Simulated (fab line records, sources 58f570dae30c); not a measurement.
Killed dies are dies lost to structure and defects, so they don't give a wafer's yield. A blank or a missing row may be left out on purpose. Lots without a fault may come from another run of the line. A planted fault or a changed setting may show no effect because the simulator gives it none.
Which tool did it? | flow berkeley_cmos170 | 14 lots, 42 wafers sampled, at 4 steps of a route of 331

WHAT THE GAUGES READ, wafer by wafer
UCB170_SILICIDE_THK_MEAS_03: measures by xrf. Usual: SILICIDE_TI_THK 29.7 nm, standard deviation 0.38.
lot  | measured     | on            | SILICIDE_TI_THK (nm) | flag
L528 | day 6 19:28  | film_metro-01 | 30.1 30.1 29.8       |
L527 | day 6 20:11  | film_metro-01 | 29.8 29.8 29.8       |
L529 | day 6 20:22  | film_metro-03 | 30.1 30.6 30.4       |
L530 | day 7 08:01  | film_metro-01 | 29.8 29.7 29.5       |
L531 | day 7 08:11  | film_metro-03 | 29.5 29.9 29.7       |
L532 | day 7 17:44  | film_metro-01 | 30.1 29.8 30.0       |
L536 | day 8 14:22  | film_metro-01 | 29.1 29.7 29.9       |
L537 | day 8 16:01  | film_metro-01 | 29.7 29.1 29.5       |
L540 | day 9 19:33  | film_metro-01 | 29.7 29.7 29.7       |
L544 | day 9 20:02  | film_metro-03 | 29.6 29.4 29.3       |
L542 | day 9 20:10  | film_metro-02 | 30.0 29.7 29.6       |
L545 | day 10 06:36 | film_metro-01 | 30.4 30.0 30.1       |
L549 | day 11 05:34 | film_metro-01 | 29.0 29.7 29.7       |
L548 | day 11 06:11 | film_metro-01 | 29.6 29.1 29.4       |

UCB170_M1_RS_MEAS_01: measures by four-point-probe. Usual: M1_AL_RS 0.0485 ohm/sq, standard deviation 0.00063.
lot  | measured     | on            | M1_AL_RS (ohm/sq)    | flag
L528 | day 7 00:21  | film_metro-04 | 0.0493 0.0492 0.0489 |
L527 | day 7 01:22  | film_metro-03 | 0.0485 0.0475 0.0485 |
L529 | day 7 02:18  | film_metro-04 | 0.0492 0.0488 0.0480 |
L530 | day 7 13:59  | film_metro-04 | 0.0473 0.0487 0.0481 |
L531 | day 7 13:38  | film_metro-04 | 0.0485 0.0485 0.0482 |
L532 | day 7 22:59  | film_metro-03 | 0.0485 0.0496 0.0488 |
L536 | day 8 20:49  | film_metro-03 | 0.0489 0.0489 0.0496 |
L537 | day 8 21:23  | film_metro-02 | 0.0489 0.0490 0.0489 |
L540 | day 10 01:58 | film_metro-03 | 0.0496 0.0496 0.0488 |
L544 | day 10 01:41 | film_metro-04 | 0.0482 0.0474 0.0486 |
L542 | day 10 02:19 | film_metro-03 | 0.0474 0.0485 0.0485 |
L545 | day 10 11:31 | film_metro-02 | 0.0487 0.0487 0.0486 |
L549 | day 11 12:34 | film_metro-04 | 0.0478 0.0479 0.0472 |
L548 | day 11 12:16 | film_metro-03 | 0.0479 0.0493 0.0494 |

UCB170_M1_OVL_MEAS_10. Usual: M1_OVL -1 nm, standard deviation 5.
lot  | measured     | on         | M1_OVL (nm) | flag
L528 | day 7 01:29  | overlay-01 | -2 -5 3     |
L527 | day 7 02:37  | overlay-01 | 3 4 5       |
L529 | day 7 03:53  | overlay-02 | 1 0 1       |
L530 | day 7 15:30  | overlay-01 | -4 -17 -6   |
L531 | day 7 14:46  | overlay-02 | -8 -6 -2    |
L532 | day 8 00:16  | overlay-01 | -2 3 -4     |
L536 | day 8 22:17  | overlay-01 | 0 -3 -6     |
L537 | day 8 23:28  | overlay-02 | -12 -3 -10  |
L540 | day 10 03:16 | overlay-01 | -1 -4 -1    |
L544 | day 10 02:59 | overlay-02 | -2 -3 -7    |
L542 | day 10 03:53 | overlay-01 | -2 8 9      |
L545 | day 10 13:43 | overlay-02 | -2 2 4      |
L549 | day 11 13:50 | overlay-02 | 9 -3 -2     |
L548 | day 11 13:32 | overlay-01 | -1 2 -2     |

WHICH TOOL RAN EACH LOT (tool, then ch and the chambers of the sampled wafers, then the start)
lot  | UCB170_NSD_STRIP_09
L528 | plasma_asher-02 ch 0,1, day 6 17:25
L527 | plasma_asher-04 ch 0,1, day 6 18:09
L529 | plasma_asher-02 ch 0,1, day 6 18:15
L530 | plasma_asher-02 ch 0,1, day 7 06:08
L531 | plasma_asher-03 ch 0,1, day 7 06:13
L532 | plasma_asher-04 ch 0,1, day 7 15:49
L536 | plasma_asher-04 ch 0,1, day 8 12:22
L537 | plasma_asher-02 ch 1, day 8 13:59
L540 | plasma_asher-02 ch 0,1, day 9 17:08
L544 | plasma_asher-04 ch 0,1, day 9 17:50
L542 | plasma_asher-02 ch 0,1, day 9 17:58
L545 | plasma_asher-03 ch 0,1, day 10 04:31
L549 | plasma_asher-03 ch 0, day 11 03:24
L548 | plasma_asher-04 ch 0,1, day 11 04:07
- UCB170_NSD_STRIP_09: strips in O2.

WHAT THE TOOLS THEMSELVES READ (means of the sampled wafers that have a number; where no wafer has one, the mark that the record gives instead)
UCB170_NSD_STRIP_09. Usual: drypump_motor_current_A 5.5 A, standard deviation 0.36; oes_product_au 0.534 a.u., standard deviation 0.0047; strip_time_to_endpoint_s 35.84 s, standard deviation 0.079.
lot  | tool            | drypump_motor_current_A (A) | oes_product_au (a.u.) | strip_time_to_endpoint_s (s) | flag
L528 | plasma_asher-02 | 5.5                         | 0.535                 | 35.87                        |
L527 | plasma_asher-04 | 5.7                         | 0.538                 | 35.74                        |
L529 | plasma_asher-02 | 5.3                         | 0.531                 | 35.87                        |
L530 | plasma_asher-02 | 5.2                         | 0.535                 | 35.71                        |
L531 | plasma_asher-03 | 5.6                         | 0.533                 | 35.85                        |
L532 | plasma_asher-04 | 5.7                         | 0.532                 | 35.86                        |
L536 | plasma_asher-04 | 5.7                         | 0.538                 | 35.94                        |
L537 | plasma_asher-02 | 5.0                         | 0.533                 | 35.80                        |
L540 | plasma_asher-02 | 5.3                         | 0.544                 | 34.94                        | OFF
L544 | plasma_asher-04 | 5.9                         | 0.530                 | 35.88                        |
L542 | plasma_asher-02 | 5.3                         | 0.545                 | 35.03                        | OFF
L545 | plasma_asher-03 | 5.5                         | 0.534                 | 35.93                        |
L549 | plasma_asher-03 | 5.8                         | 0.535                 | 35.99                        |
L548 | plasma_asher-04 | 5.7                         | 0.532                 | 35.86                        |

THE ANSWER, worked out from the rows above alone
Rule: a lot is off if the mean of its wafers that have a number lies more than 3 standard deviations from the usual mean. A lot without any number at a reading at which 4 lots or more have one is off too. The other lots that the step has rows for count as sound. The gauges are gone through in route order, then the tools' own readings, and for those a lot's mean is taken as printed above. The first step at which some lot is off is used, and at that step the reading that is off furthest; a lot without a number counts as furthest.
Off: L540, L542, at UCB170_NSD_STRIP_09 (strip_time_to_endpoint_s).
A tool fits if, at that step or a process step before it, it ran every lot that is off, and no sound lot after the first of them. One fits: plasma_asher-02 at UCB170_NSD_STRIP_09. Its last sound lot is L537 (day 8 13:59), its first lot that is off L540 (day 9 17:08): a fault that began between those two fits.
The tool's own readings at UCB170_NSD_STRIP_09 bear it out: on the lots that are off they differ by more than 5 times the standard deviation of the sound lots' means. strip_time_to_endpoint_s reads 34.98 s there against 35.86 s on the sound lots.

WHAT THE SIMULATOR HAD PUT IN
Process parameter drift: plasma_asher-02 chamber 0, from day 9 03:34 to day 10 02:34, at UCB170_NSD_STRIP_09. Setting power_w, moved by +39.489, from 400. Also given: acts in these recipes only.
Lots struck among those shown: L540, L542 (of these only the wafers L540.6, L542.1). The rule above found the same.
